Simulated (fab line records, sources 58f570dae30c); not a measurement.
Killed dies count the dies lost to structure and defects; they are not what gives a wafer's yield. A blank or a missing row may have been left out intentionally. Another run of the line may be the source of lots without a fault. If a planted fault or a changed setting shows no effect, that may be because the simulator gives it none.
Which tool did it? | flow berkeley cmos170 | 6 lots, 18 wafers sampled, at 2 steps of a route of 331

## WHAT THE GAUGES READ, wafer by wafer
UCB170_V2_CD_MEAS_12 targets a cd of 700 nm.
lot  | measured     | on        | cd nm (nm)
L808 | day 9 07:37  | cd sem-01 | 701.1 701.7 700.8
L810 | day 9 06:42  | cd sem-02 | 699.8 699.6 698.4
L817 | day 10 12:16 | cd sem-02 | 703.9 702.3 702.2
L822 | day 11 22:56 | cd sem-02 | 698.4 699.0 698.7
L825 | day 12 05:25 | cd sem-02 | 698.9 699.4 698.5
L828 | day 13 07:34 | cd sem-02 | 701.9 700.2 701.7

## TOOL THAT RAN EACH LOT (tool first, then ch and the chambers of the sampled wafers, then the start)
lot  | UCB170_PWELL_CLEAN_18
L808 | wet bench-04 ch 3, day 3 20:49
L810 | wet bench-02 ch 3, day 4 02:36
L817 | wet bench-02 ch 0, day 5 06:32
L822 | wet bench-04 ch 2, day 6 13:06
L825 | wet bench-03 ch 1, day 7 09:31
L828 | wet bench-04 ch 1, day 7 17:03
- UCB170_PWELL_CLEAN_18: cleans in SPM, time 600 s.

## THE ANSWER, worked out from the rows above alone
Rule: the usual values come from the lots themselves. The widest of any qualifying gaps counts: lots, ordered by their means at a reading, are off when they make up no more than a third of the lots, leave a main group of 4 or more, and stand apart from it by 3 or more times the standard deviation of that group's means. The tables above print the reading to a certain number of digits; a main group whose means all agree to those digits is not used. Also off: a lot with no number at a reading for which 4 or more lots have one. Any other lot the step has rows for is counted as sound.
Nothing can be told from this: no lot is off at any reading shown.

## WHAT THE SIMULATOR HAD INSERTED
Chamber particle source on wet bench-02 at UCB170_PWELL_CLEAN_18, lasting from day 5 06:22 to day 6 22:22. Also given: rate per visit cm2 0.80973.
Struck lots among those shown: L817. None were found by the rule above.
